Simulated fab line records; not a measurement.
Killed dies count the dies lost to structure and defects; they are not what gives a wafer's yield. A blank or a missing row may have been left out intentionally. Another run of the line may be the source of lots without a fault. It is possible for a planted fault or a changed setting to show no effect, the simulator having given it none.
fab line records -- flow rit-cmos
record: lots: 6, wafers: 18, last-day: 8
route steps=202 shown SILICIDE@167 CONTACT@168 M1@202
lots that met no fault: from a run of the same line without faults
start-h: hours from the record's opening day to when the first of the lot's shown wafers began -- wait-h: hours since the lot's step before -- " identical to the entry in the row above -- L1.1+2: a single row standing in for several wafers -- - no value present, or no start provided -- * or withheld: withheld -- < > ~ a bound
route shown NAME@n: a module of which the file shows steps, and the number in the route of the first -- usual: the fault-free wafers' mean and standard deviation -- same: alike in all rows -- chamber/n: place in a boat -- sites: each site's reading -- _std_site: the values' standard deviation -- _edge_site: the outer-site mean with the inner-site mean subtracted -- radius-mm: for every site, how far away it sits from the centre of the wafer -- mask NAME#n: copy n -- behind: the tool/chamber that last shaped the wafer -- hold: what put the lot on hold/how long, in hours/how the hold closed -- device: the n, p or np transistor that did not switch -- end of line: the tests these same wafers got at the end of their route -- for a step that has no rows: nothing shown but its recipe -- killed: not the wafer's yield, but the dies lost to structure and defects at the first sort -- map: per-die view of a wafer (x killed, . not killed, _ where there is no die)
set.NAME: setting as actually run; set.NAME@STEP: the setting as run at that earlier step -- model.NAME: the simulator's own value behind a step, which no gauge read
lots at selected steps of the route; one table per step, one row per wafer
services: when a tool's chamber went out of use (start-h, in hours from the record's first day, below 0 if earlier), for how many hours, and the reason
== steps ==
step: RIT_SILICIDE_RTA_06
recipe: temp-c: 750, time-s: 10, idle-temp-c: 25, ramp-up-s: 5, ramp-down-s: 10, cool-to-c: 25, ambient: N2
usual: wafer_temp_C_max: 753.7/1.9
lot.wafer,tool,chamber,start-h,wait-h,wafer_temp_C_max
L533.2,rtp-anneal-01,0,76.19,0.0,751.6
L533.3,rtp-anneal-01,0,76.19,0.0,752.4
L533.6,rtp-anneal-01,0,76.19,0.0,752.1
L542.2,rtp-anneal-02,0,123.51,0.0,754.1
L542.3,rtp-anneal-02,0,123.51,0.0,755.1
L542.4,rtp-anneal-02,0,123.51,0.0,755.4
L543.1,rtp-anneal-01,0,133.37,0.0,751.2
L543.2,rtp-anneal-01,0,133.37,0.0,751.9
L543.5,rtp-anneal-01,0,133.37,0.0,750.8
L547.1,rtp-anneal-01,0,159.91,0.0,752.1
L547.4,rtp-anneal-01,0,159.91,0.0,752.3
L547.5,rtp-anneal-01,0,159.91,0.0,751.8
L548.1,rtp-anneal-02,0,168.51,0.0,755.9
L548.2,rtp-anneal-02,0,168.51,0.0,756.7
L548.3,rtp-anneal-02,0,168.51,0.0,754.2
L549.2,rtp-anneal-02,0,174.16,0.0,757.0
L549.3,rtp-anneal-02,0,174.16,0.0,754.4
L549.5,rtp-anneal-02,0,174.16,0.0,754.2
step: RIT_CONTACT_CVD_00
recipe: material: SiO2, target-thk-nm: 400, precursor: TEOS, temp-c: 390, time-s: 61, rf-w: 400
usual: heater-power-w: 311/49
lot.wafer,tool,chamber,start-h,wait-h,heater-power-w
L533.2,pecvd-02,0,76.25,0.0,309
L533.3,pecvd-02,1,76.25,0.0,274
L533.6,pecvd-02,0,76.25,0.0,316
L542.2,pecvd-02,0,123.56,0.0,317
L542.3,pecvd-02,1,123.56,0.0,246
L542.4,pecvd-02,2,123.56,0.0,273
L543.1,pecvd-01,2,133.44,0.1,246
L543.2,pecvd-01,1,133.44,0.1,374
L543.5,pecvd-01,0,133.44,0.1,307
L547.1,pecvd-03,0,159.97,0.1,352
L547.4,pecvd-03,0,159.97,0.1,362
L547.5,pecvd-03,2,159.97,0.1,378
L548.1,pecvd-02,0,168.57,0.1,333
L548.2,pecvd-02,2,168.57,0.1,262
L548.3,pecvd-02,1,168.57,0.1,239
L549.2,pecvd-03,2,174.22,0.0,359
L549.3,pecvd-03,0,174.22,0.0,311
L549.5,pecvd-03,1,174.22,0.0,372
step: RIT_CONTACT_THK_MEAS_01
recipe: reads: SiO2_of_CONTACT_CVD_00
usual: CONTACT_TEOS_THK: 401/5.9
lot.wafer,tool,chamber,start-h,wait-h,CONTACT_TEOS_THK[nm]
L533.2,film-metro-01,-,76.31,0.0,397
L533.3,film-metro-01,-,76.31,0.0,404
L533.6,film-metro-01,-,76.31,0.0,409
L542.2,film-metro-02,-,123.63,0.0,401
L542.3,film-metro-02,-,123.63,0.0,406
L542.4,film-metro-02,-,123.63,0.0,405
L543.1,film-metro-03,-,133.49,0.0,392
L543.2,film-metro-03,-,133.49,0.0,394
L543.5,film-metro-03,-,133.49,0.0,400
L547.1,film-metro-01,-,160.02,0.0,393
L547.4,film-metro-01,-,160.02,0.0,399
L547.5,film-metro-01,-,160.02,0.0,402
L548.1,film-metro-02,-,168.63,0.0,398
L548.2,film-metro-02,-,168.63,0.0,403
L548.3,film-metro-02,-,168.63,0.0,403
L549.2,film-metro-01,-,174.28,0.0,402
L549.3,film-metro-01,-,174.28,0.0,398
L549.5,film-metro-01,-,174.28,0.0,408
step: RIT_CONTACT_HMDS_02
recipe: prime-time-s: 60, prime-temp-c: 140
step: RIT_CONTACT_COAT_03
recipe: resist: NOVOLAK, spin-rpm: 3250, resist-thk-nm: 1000
step: RIT_CONTACT_SOFTBAKE_04
recipe: resist: NOVOLAK, temp-c: 90, time-s: 60
step: RIT_CONTACT_EXPOSE_05
recipe: mask-id: M11, na: 0.6, source-shape: conventional, sigma-outer: 0.5, target-cd-nm: 1000, dose-mj: 250
step: RIT_CONTACT_PEB_06
recipe: resist: NOVOLAK, temp-c: withheld, time-s: withheld
step: RIT_CONTACT_DEVELOP_07
recipe: resist: NOVOLAK, develop-time-s: 120, dev-temp-c: 23
step: RIT_CONTACT_CD_MEAS_08
recipe: target-cd-nm: 1000
usual: cd-nm: 999.7/2.4
lot.wafer,tool,chamber,start-h,wait-h,cd-nm
L533.2,cd-sem-01,-,77.47,-,1004.5
L533.3,cd-sem-01,-,77.47,-,1004.0
L533.6,cd-sem-01,-,77.47,-,1004.0
L542.2,cd-sem-01,-,124.66,-,997.4
L542.3,cd-sem-01,-,124.66,-,1000.3
L542.4,cd-sem-01,-,124.66,-,1000.7
L543.1,cd-sem-01,-,134.52,-,998.4
L543.2,cd-sem-01,-,134.52,-,998.9
L543.5,cd-sem-01,-,134.52,-,997.8
L547.1,cd-sem-02,-,161.18,-,1002.2
L547.4,cd-sem-02,-,161.18,-,999.9
L547.5,cd-sem-02,-,161.18,-,999.2
L548.1,cd-sem-01,-,169.65,-,1002.6
L548.2,cd-sem-01,-,169.65,-,1002.8
L548.3,cd-sem-01,-,169.65,-,1003.1
L549.2,cd-sem-02,-,175.38,-,998.1
L549.3,cd-sem-02,-,175.38,-,998.7
L549.5,cd-sem-02,-,175.38,-,998.8
step: RIT_CONTACT_OVL_MEAS_09
usual: CONTACT_OVL: -1.0/1.5
lot.wafer,tool,chamber,start-h,wait-h,CONTACT_OVL[nm]
L533.2,overlay-01,-,77.58,0.1,-1.6
L533.3,overlay-01,-,77.58,0.1,-0.1
L533.6,overlay-01,-,77.58,0.1,0.3
L542.2,overlay-01,-,124.77,0.1,-2.4
L542.3,overlay-01,-,124.77,0.1,-3.2
L542.4,overlay-01,-,124.77,0.1,-0.5
L543.1,overlay-01,-,134.64,0.1,0.3
L543.2,overlay-01,-,134.64,0.1,0.9
L543.5,overlay-01,-,134.64,0.1,-0.9
L547.1,overlay-01,-,161.30,0.1,-1.1
L547.4,overlay-01,-,161.30,0.1,-2.0
L547.5,overlay-01,-,161.30,0.1,-3.3
L548.1,overlay-01,-,169.77,0.1,-2.0
L548.2,overlay-01,-,169.77,0.1,-1.7
L548.3,overlay-01,-,169.77,0.1,-1.9
L549.2,overlay-02,-,175.48,0.1,-0.8
L549.3,overlay-02,-,175.48,0.1,-1.7
L549.5,overlay-02,-,175.48,0.1,-0.6
step: RIT_CONTACT_HARDBAKE_10
recipe: resist: NOVOLAK, temp-c: 140, time-s: 60
step: RIT_CONTACT_ETCH_11
recipe: target-depth-a: 4800, over-etch-frac: 0.2, stop-on: TiSi2, chemistry: CHF3/CF4/Ar, target: SiO2, CHF3_flow_sccm: 50, cf4-flow-sccm: 10, Ar_flow_sccm: 100, O2_flow_sccm: 5, pressure-mtorr: 100, rf-w: 200, time-s: 320
usual: CHF3_flow_sccm: 50.03/0.14, O2_flow_sccm: 5.000/0.017, drypump-motor-current-A: 5.4/0.43, oes-product-au: 0.984/0.018, throttle-valve-pct: 8.88/0.14
lot.wafer,tool,chamber,start-h,wait-h,CHF3_flow_sccm,O2_flow_sccm,drypump-motor-current-A,oes-product-au,rf-hours-counter-h,throttle-valve-pct,model.NOVOLAK_of_CONTACT_COAT_03.thk-nm
L533.2,rie-diel-01,1,77.76,0.1,50.02,4.980,4.8,0.964,7,8.99,769
L533.3,rie-diel-01,0,77.76,0.1,50.25,4.968,5.4,1.002,2,8.76,767.7
L533.6,rie-diel-01,0,77.76,0.1,50.02,4.979,5.4,1.006,-,8.75,771.8
L542.2,rie-diel-02,1,124.95,0.1,-,-,-,-,-,-,887.1
L542.3,rie-diel-02,3,124.95,0.1,-,-,-,-,-,-,883.5
L542.4,rie-diel-02,2,124.95,0.1,-,-,-,-,-,-,886.7
L543.1,rie-diel-03,3,134.96,0.1,-,-,-,-,-,-,885.6
L543.2,rie-diel-03,2,134.96,0.1,-,-,-,-,-,-,883.4
L543.5,rie-diel-03,2,134.96,0.1,-,-,-,-,-,-,886
L547.1,rie-diel-03,3,161.48,0.1,49.85,5.006,5.9,1.003,102,8.87,771.4
L547.4,rie-diel-03,0,161.48,0.1,49.92,5.037,5.3,0.970,140,8.64,764.9
L547.5,rie-diel-03,2,161.48,0.1,49.84,5.015,5.1,0.964,-,8.95,767.1
L548.1,rie-diel-02,0,169.96,0.1,50.17,5.002,5.4,0.977,70,8.83,773.9
L548.2,rie-diel-02,2,169.96,0.1,50.08,4.988,4.8,1.006,18,8.95,770.1
L548.3,rie-diel-02,3,169.96,0.1,50.09,4.990,4.9,0.976,144,9.10,768.8
L549.2,rie-diel-02,3,175.66,0.1,50.14,5.005,4.8,0.968,144,9.10,774.2
L549.3,rie-diel-02,1,175.66,0.1,49.96,5.001,5.4,0.996,45,8.88,771.3
L549.5,rie-diel-02,0,175.66,0.1,49.81,5.030,5.4,0.984,-,8.84,771.7
step: RIT_CONTACT_STRIP_12
recipe: chemistry: O2, time-s: 180, resist: NOVOLAK, platen-temp-c: withheld, power-w: 500, pressure-mtorr: 4000, o2-flow-sccm: 4000
usual: drypump-motor-current-A: 5.86/0.2
lot.wafer,tool,chamber,start-h,wait-h,drypump-motor-current-A,rf-hours-counter-h
L533.2,plasma-asher-02,0,77.95,0.1,5.83,42
L533.3,plasma-asher-02,0,77.95,0.1,5.82,-
L533.6,plasma-asher-02,0,77.95,0.1,5.82,-
L542.2,plasma-asher-04,1,125.14,0.1,5.90,1
L542.3,plasma-asher-04,0,125.14,0.1,5.77,-
L542.4,plasma-asher-04,1,125.14,0.1,5.90,-
L543.1,plasma-asher-04,1,135.16,0.1,5.89,1
L543.2,plasma-asher-04,0,135.16,0.1,5.78,1
L543.5,plasma-asher-04,0,135.16,0.1,5.78,-
L547.1,plasma-asher-02,1,161.68,0.1,5.59,48
L547.4,plasma-asher-02,0,161.68,0.1,5.85,-
L547.5,plasma-asher-02,0,161.68,0.1,5.84,-
L548.1,plasma-asher-04,0,170.15,0.1,5.77,4
L548.2,plasma-asher-04,1,170.15,0.1,5.91,4
L548.3,plasma-asher-04,1,170.15,0.1,5.91,-
L549.2,plasma-asher-04,1,175.86,0.1,5.90,5
L549.3,plasma-asher-04,0,175.86,0.1,5.77,-
L549.5,plasma-asher-04,0,175.86,0.1,5.78,-
step: RIT_CONTACT_CD_MEAS_90
recipe: target-cd-nm: 1000
usual: cd-nm: 999.7/2.4
lot.wafer,tool,chamber,start-h,wait-h,cd-nm
L533.2,cd-sem-01,-,78.15,0.1,1004.6
L533.3,cd-sem-01,-,78.15,0.1,1004.3
L533.6,cd-sem-01,-,78.15,0.1,1003.8
L542.2,cd-sem-01,-,125.34,0.1,-
L542.3,cd-sem-01,-,125.34,0.1,-
L542.4,cd-sem-01,-,125.34,0.1,-
L543.1,cd-sem-02,-,135.33,0.1,-
L543.2,cd-sem-02,-,135.33,0.1,-
L543.5,cd-sem-02,-,135.33,0.1,-
L547.1,cd-sem-02,-,161.85,0.1,1002.3
L547.4,cd-sem-02,-,161.85,0.1,999.5
L547.5,cd-sem-02,-,161.85,0.1,999.1
L548.1,cd-sem-02,-,170.33,0.1,1002.3
L548.2,cd-sem-02,-,170.33,0.1,1002.8
L548.3,cd-sem-02,-,170.33,0.1,1003.2
L549.2,cd-sem-02,-,176.05,0.1,998.6
L549.3,cd-sem-02,-,176.05,0.1,998.8
L549.5,cd-sem-02,-,176.05,0.1,998.9
step: RIT_CONTACT_CLEAN_13
recipe: chemistry: SC1, mix: 3:3:50, time-s: 600, temp-c: 75
step: RIT_M1_PROBE_99
usual: killed_at_M0_to_M3: 0.0/0.083, killed-at-contacts: 0.0/0.22, killed-at-front-end: 6.6/2.7, killed-dies: 6.7/2.7, killed-on-rim: 1.7/1.4, killed-open: 3.4/2, killed-short: 3.2/1.8
same: gross-dies: 264, killed_at_M4_up: 0, killed-at-back-side: 0, killed-at-other: 0
lot.wafer,tool,chamber,start-h,wait-h,killed_at_M0_to_M3,killed-at-contacts,killed-at-front-end,killed-dies,killed-on-rim,killed-open,killed-short
L533.2,prober-02,-,82.70,0.1,0,0,6,6,0,3,3
L533.3,prober-02,-,82.75,0.2,0,0,6,6,1,3,3
L533.6,prober-02,-,82.90,0.2,0,0,5,5,1,5,0
L542.2,prober-01,-,130.18,0.1,0,258,6,264,70,3,3
L542.3,prober-01,-,130.23,0.2,1,259,4,264,70,2,3
L542.4,prober-01,-,130.28,0.2,0,258,6,264,70,2,4
L543.1,prober-02,-,139.97,0.1,0,251,13,264,70,6,5
L543.2,prober-02,-,140.02,0.1,0,258,6,264,70,2,2
L543.5,prober-02,-,140.17,0.2,0,257,7,264,70,1,5
L547.1,prober-02,-,166.38,0.1,0,0,8,8,2,4,4
L547.4,prober-02,-,166.53,0.2,0,0,9,9,1,5,4
L547.5,prober-02,-,166.58,0.2,0,0,11,11,3,6,5
L548.1,prober-01,-,175.09,0.1,0,0,7,7,2,5,2
L548.2,prober-01,-,175.14,0.1,0,0,9,9,3,4,5
L548.3,prober-01,-,175.19,0.2,0,0,15,15,5,9,6
L549.2,prober-01,-,181.72,0.1,0,0,6,6,1,2,4
L549.3,prober-01,-,181.77,0.2,0,0,2,2,1,2,0
L549.5,prober-01,-,181.87,0.2,0,0,4,4,0,2,2
killed by level:class
L533.2 GATE:geometric-particle:short=2 GATE:geometric-particle:open=2 FOX1:geometric-particle:open=1 SPACER:geometric-particle:short=1
L533.3 GATE:geometric-particle:open=2 FOX1:geometric-particle:short=1 FOX2:geometric-particle:short=1 SPACER:geometric-particle:short=1 SILICIDE:geometric-particle:open=1
L533.6 FOX1:geometric-particle:open=2 REOX:geometric-particle:open=2 FOX2:geometric-particle:open=1
L542.2 CONTACT:area-etch=258 GATE:geometric-particle:short=2 FOX1:geometric-particle:open=1 FOX2:geometric-particle:open=1 SPACER:geometric-particle:open=1 SILICIDE:geometric-particle:short=1
L542.3 CONTACT:area-etch=259 GATE:geometric-particle:short=2 GATE:geometric-particle:open=1 SILICIDE:geometric-particle:open=1 M1:geometric-particle:short=1
L542.4 CONTACT:area-etch=258 REOX:geometric-particle:short=3 GATE:geometric-particle:short=1 REOX:geometric-particle:open=1 SPACER:geometric-particle:open=1
L543.1 CONTACT:area-etch=251 GATE:geometric-particle:short=2 GATE:geometric-particle:open=2 REOX:geometric-particle:open=2 SPACER:geometric-particle:short=2 PSD:coat-microbubble-printed=2 FOX1:geometric-particle:open=1 FOX2:geometric-particle:short=1
L543.2 CONTACT:area-etch=258 PSD:coat-microbubble-printed=2 FOX1:geometric-particle:short=1 GATE:geometric-particle:short=1 GATE:geometric-particle:open=1 REOX:geometric-particle:open=1
L543.5 CONTACT:area-etch=257 SPACER:geometric-particle:short=3 GATE:geometric-particle:short=2 GATE:geometric-particle:open=1 PSD:coat-microbubble-printed=1
L547.1 GATE:geometric-particle:short=3 GATE:geometric-particle:open=2 REOX:geometric-particle:open=1 REOX:geometric-particle:short=1 SILICIDE:geometric-particle:open=1
L547.4 GATE:geometric-particle:open=3 FOX1:geometric-particle:open=2 GATE:geometric-particle:short=2 FOX1:geometric-particle:short=1 REOX:geometric-particle:short=1
L547.5 GATE:geometric-particle:open=6 GATE:geometric-particle:short=2 SPACER:geometric-particle:short=2 REOX:geometric-particle:short=1
L548.1 GATE:geometric-particle:open=3 FOX2:geometric-particle:open=1 GATE:geometric-particle:short=1 SPACER:geometric-particle:short=1 SILICIDE:geometric-particle:open=1
L548.2 GATE:geometric-particle:open=3 REOX:geometric-particle:short=2 FOX1:geometric-particle:short=1 GATE:geometric-particle:short=1 SPACER:geometric-particle:short=1 SPACER:geometric-particle:open=1
L548.3 GATE:geometric-particle:open=5 GATE:geometric-particle:short=2 SPACER:geometric-particle:open=2 SILICIDE:geometric-particle:short=2 FOX2:geometric-particle:open=1 REOX:geometric-particle:open=1 REOX:geometric-particle:short=1 SPACER:geometric-particle:short=1
L549.2 SPACER:geometric-particle:short=2 FOX2:geometric-particle:short=1 GATE:geometric-particle:open=1 SPACER:geometric-particle:open=1 SILICIDE:geometric-particle:short=1
L549.3 GATE:geometric-particle:open=1 SILICIDE:geometric-particle:open=1
L549.5 FOX1:geometric-particle:open=1 GATE:geometric-particle:open=1 GATE:geometric-particle:short=1 SPACER:geometric-particle:short=1
map L542.2 (x killed, . not)
________xxxxxxx_______
_____xxxxxxxxxxxxx____
____xxxxxxxxxxxxxxx___
___xxxxxxxxxxxxxxxxx__
__xxxxxxxxxxxxxxxxxxx_
__xxxxxxxxxxxxxxxxxxx_
_xxxxxxxxxxxxxxxxxxxxx
_xxxxxxxxxxxxxxxxxxxxx
_xxxxxxxxxxxxxxxxxxxxx
_xxxxxxxxxxxxxxxxxxxxx
__xxxxxxxxxxxxxxxxxxx_
__xxxxxxxxxxxxxxxxxxx_
___xxxxxxxxxxxxxxxxx__
____xxxxxxxxxxxxxxx___
_____xxxxxxxxxxxxx____
________xxxxxxx_______
map L543.1 (x killed, . not)
________xxxxxxx_______
_____xxxxxxxxxxxxx____
____xxxxxxxxxxxxxxx___
___xxxxxxxxxxxxxxxxx__
__xxxxxxxxxxxxxxxxxxx_
__xxxxxxxxxxxxxxxxxxx_
_xxxxxxxxxxxxxxxxxxxxx
_xxxxxxxxxxxxxxxxxxxxx
_xxxxxxxxxxxxxxxxxxxxx
_xxxxxxxxxxxxxxxxxxxxx
__xxxxxxxxxxxxxxxxxxx_
__xxxxxxxxxxxxxxxxxxx_
___xxxxxxxxxxxxxxxxx__
____xxxxxxxxxxxxxxx___
_____xxxxxxxxxxxxx____
________xxxxxxx_______
== services ==
tool,chamber,start-h,hours,kind
rie-diel-03,2,55.07,1.8,repair
rie-diel-02,3,55.30,32.9,repair
rie-diel-03,1,81.68,-,clean
rie-diel-03,1,81.68,24.8,scheduled-down
rie-diel-03,1,81.68,24.8,vent-cycle
plasma-asher-02,-,83.87,14.6,pm
rie-diel-02,0,89.08,2.4,repair
plasma-asher-04,-,108.75,9.0,pm
plasma-asher-04,0,108.75,9.0,vent-cycle
plasma-asher-04,1,108.75,9.0,vent-cycle
plasma-asher-04,0,117.75,-,clean
plasma-asher-04,1,117.75,-,clean
pecvd-02,-,131.53,1.4,repair
plasma-asher-04,-,146.74,1.6,repair
plasma-asher-02,-,171.97,1.6,repair
== key ==
first-sign: step: RIT_CONTACT_ETCH_11, reading: tool-record, direction: missing
effect: step: RIT_CONTACT_CD_MEAS_90, reading: cd-nm, direction: missing
effect: step: RIT_M1_PROBE_99, reading: killed-at-contacts, direction: up, sigmas: 99+, usual: 0.0, struck: 256.8
model-effect: step: RIT_CONTACT_ETCH_11, value: NOVOLAK_of_CONTACT_COAT_03.thk-nm, without: 769.8, struck: 885.4
more-kills-born-at: RIT_CONTACT_ETCH_11@rie-diel-02: 775, RIT_CONTACT_ETCH_11@rie-diel-03: 766
met-at RIT_CONTACT_ETCH_11
struck-wafers L542.2,L542.3,L542.4,L543.1,L543.2,L543.5
later-rows-left-out L542.2,L542.3,L542.4,L543.1,L543.2,L543.5
tester-left-out L542,L543
fault: kind: skipped-step-whole, tool: rie-diel-02,rie-diel-03, chamber: -, onset-h: 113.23, steps: RIT_CONTACT_ETCH_11, scope: struck-lots-only
tester-left-out: of these lots the tester's yield and bins aren't shown, on N5 and GAA mostly nor the transistor test; their killed dies are dies lost to structure and defects alone, not to doping, threshold or leakage, so they don't give the yield
later-rows-left-out: the simulator's readings of these wafers behind a module that went badly wrong aren't trusted and aren't shown, but for the sort
